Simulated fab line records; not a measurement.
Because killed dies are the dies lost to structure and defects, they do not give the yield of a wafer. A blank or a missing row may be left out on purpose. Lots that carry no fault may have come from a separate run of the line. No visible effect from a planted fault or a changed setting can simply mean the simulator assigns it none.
fab line records -- flow rit_cmos
record: lots: 16, wafers: 48, last_day: 8
route steps=202 shown NRETRO@55 M1@202
lots untouched by any fault: they come from a run of this same line in which no faults occurred
start_h: hours from the record's first day to the start of the lot's first wafer shown -- wait_h: hours from the lot's prior step to this one -- " unchanged from the row above -- L1.1+2: a single row standing in for several wafers -- - no value present, or no start provided -- * or withheld: withheld -- < > ~ a bound
route shown NAME@n: a module of which the file shows steps, and the number in the route of the first -- usual: the fault-free wafers' mean and standard deviation -- same: alike in all rows -- chamber/n: place in a boat -- sites: readings site by site -- _std_site: standard deviation of those values -- _edge_site: mean of outer sites minus mean of inner sites -- radius_mm: how far each site lies from the wafer's centre -- mask NAME#n: copy n -- behind: the most recent tool/chamber to have shaped the wafer -- hold: what put the lot on hold/how long, in hours/how the hold closed -- device: names the non-switching transistor (n, p or np) -- end of line: the same wafers' tests at the end of the route -- step lacking rows: just its recipe -- killed: the dies lost at the first sort to structure and to defects; this is not the yield of the wafer -- map: a wafer's dies, x killed, . not, _ none there
set.NAME: the setting that was run; set.NAME@STEP: the one run at that earlier step -- model.NAME: the simulator's own value behind a step, which no gauge read
steps of the route over a sample of lots; a table a step, a row a wafer
== steps ==
step: RIT_NRETRO_SOFTBAKE_02
recipe: resist: NOVOLAK, temp_c: 90, time_s: 60
usual: run_length_s: 89.31/0.18
lot.wafer,tool,chamber,start_h,wait_h,run_length_s
L723.2,litho_track-04,0,31.42,0.1,89.11
L723.5,litho_track-04,0,31.42,0.1,89.06
L723.6,litho_track-04,0,31.42,0.1,88.93
L724.1,litho_track-02,0,39.03,0.1,89.50
L724.4,litho_track-02,0,39.03,0.1,89.72
L724.6,litho_track-02,0,39.03,0.1,89.32
L725.2,litho_track-01,0,40.31,0.1,89.29
L725.5,litho_track-01,0,40.31,0.1,89.28
L725.6,litho_track-01,0,40.31,0.1,89.19
L726.2,litho_track-01,0,49.62,0.1,89.24
L726.3,litho_track-01,0,49.62,0.1,89.55
L726.6,litho_track-01,0,49.62,0.1,89.47
L727.1,litho_track-01,0,54.46,0.1,93.00
L727.2,litho_track-01,0,54.46,0.1,92.89
L727.6,litho_track-01,0,54.46,0.1,92.80
L728.2,litho_track-04,0,60.20,0.1,89.15
L728.4,litho_track-04,0,60.20,0.1,89.03
L728.6,litho_track-04,0,60.20,0.1,88.99
L729.1,litho_track-01,0,60.40,0.1,92.96
L729.4,litho_track-01,0,60.40,0.1,92.99
L729.6,litho_track-01,0,60.40,0.1,92.86
L730.1,litho_track-01,0,65.73,0.1,92.81
L730.4,litho_track-01,0,65.73,0.1,92.88
L730.6,litho_track-01,0,65.73,0.1,92.78
L731.1,litho_track-01,0,71.42,0.1,92.79
L731.2,litho_track-01,0,71.42,0.1,92.79
L731.3,litho_track-01,0,71.42,0.1,92.83
L737.2,litho_track-04,0,100.40,0.1,88.94
L737.5,litho_track-04,0,100.40,0.1,89.20
L737.6,litho_track-04,0,100.40,0.1,88.92
L739.2,litho_track-02,0,110.91,0.1,89.36
L739.4,litho_track-02,0,110.91,0.1,89.72
L739.5,litho_track-02,0,110.91,0.1,89.41
L741.1,litho_track-04,0,119.30,0.1,89.06
L741.3,litho_track-04,0,119.30,0.1,89.16
L741.5,litho_track-04,0,119.30,0.1,88.97
L743.2,litho_track-01,0,130.17,0.1,89.46
L743.3,litho_track-01,0,130.17,0.1,89.23
L743.5,litho_track-01,0,130.17,0.1,89.31
L744.2,litho_track-01,0,135.78,0.1,89.34
L744.4,litho_track-01,0,135.78,0.1,89.31
L744.6,litho_track-01,0,135.78,0.1,89.28
L745.2,litho_track-01,0,141.75,0.1,89.36
L745.3,litho_track-01,0,141.75,0.1,89.23
L745.5,litho_track-01,0,141.75,0.1,89.40
L746.1,litho_track-01,0,146.20,0.1,89.46
L746.3,litho_track-01,0,146.20,0.1,89.32
L746.6,litho_track-01,0,146.20,0.1,89.34
step: RIT_M1_PROBE_99
usual: killed_at_contacts: 0.1/0.31, killed_at_front_end: 6.3/2.7, killed_dies: 6.4/2.7, killed_open: 3.3/2, killed_short: 3/1.8
same: gross_dies: 264, killed_at_M0_to_M3: 0, killed_at_M4_up: 0, killed_at_back_side: 0, killed_at_other: 0
lot.wafer,tool,chamber,start_h,wait_h,killed_at_contacts,killed_at_front_end,killed_dies,killed_open,killed_short
L739.2,prober-02,-,139.80,0.1,0,6,6,4,2
L739.4,prober-02,-,139.90,0.2,0,8,8,0,8
L739.5,prober-02,-,139.95,0.2,0,12,12,8,4
L741.1,prober-02,-,150.63,0.1,0,5,5,3,1
L741.3,prober-02,-,150.73,0.2,1,9,10,4,6
L741.5,prober-02,-,150.83,0.2,0,3,3,1,2
killed by level:class
L739.2 FOX1:geometric_particle:short=1 GATE:geometric_particle:open=1 REOX:geometric_particle:open=1 SPACER:geometric_particle:short=1 SPACER:geometric_particle:open=1 SILICIDE:geometric_particle:open=1
L739.4 GATE:geometric_particle:short=2 REOX:geometric_particle:short=2 ACTIVE:geometric_particle:short=1 FOX1:geometric_particle:short=1 SPACER:geometric_particle:short=1 SILICIDE:geometric_particle:short=1
L739.5 GATE:geometric_particle:open=4 GATE:geometric_particle:short=2 FOX1:geometric_particle:short=1 FOX1:geometric_particle:open=1 FOX2:geometric_particle:open=1 REOX:geometric_particle:short=1 SPACER:geometric_particle:open=1 SILICIDE:geometric_particle:open=1
L741.1 REOX:geometric_particle:open=1 SPACER:geometric_particle:open=1 SILICIDE:geometric_particle:short=1 SILICIDE:geometric_particle:open=1 GATE:coat_microbubble_printed=1
L741.3 SILICIDE:geometric_particle:short=3 GATE:geometric_particle:open=2 REOX:geometric_particle:open=2 FOX1:geometric_particle:short=1 GATE:geometric_particle:short=1 CONTACT:geometric_particle:short=1
L741.5 FOX1:geometric_particle:short=1 GATE:geometric_particle:open=1 REOX:geometric_particle:short=1
== key ==
first_sign: step: RIT_NRETRO_SOFTBAKE_02, reading: run_length_s, direction: up, sigmas: 20, usual: *, struck: *
effect none on later readings
met_at RIT_NRETRO_SOFTBAKE_02
struck_lots L727,L729,L730,L731
tester_left_out L727,L729,L730,L731
onset_between 49.62 54.46
fault: kind: process_parameter_drift, tool: litho_track-01, chamber: -, onset_h: 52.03, steps: RIT_NRETRO_SOFTBAKE_02, channel: time_s, offset: *, shape: step, end_h: 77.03, acts_in: *, stated: *
tester_left_out: of these lots the tester's yield and bins aren't shown, on N5 and GAA mostly nor the transistor test; their killed dies are dies lost to structure and defects alone, not to doping, threshold or leakage, so they don't give the yield
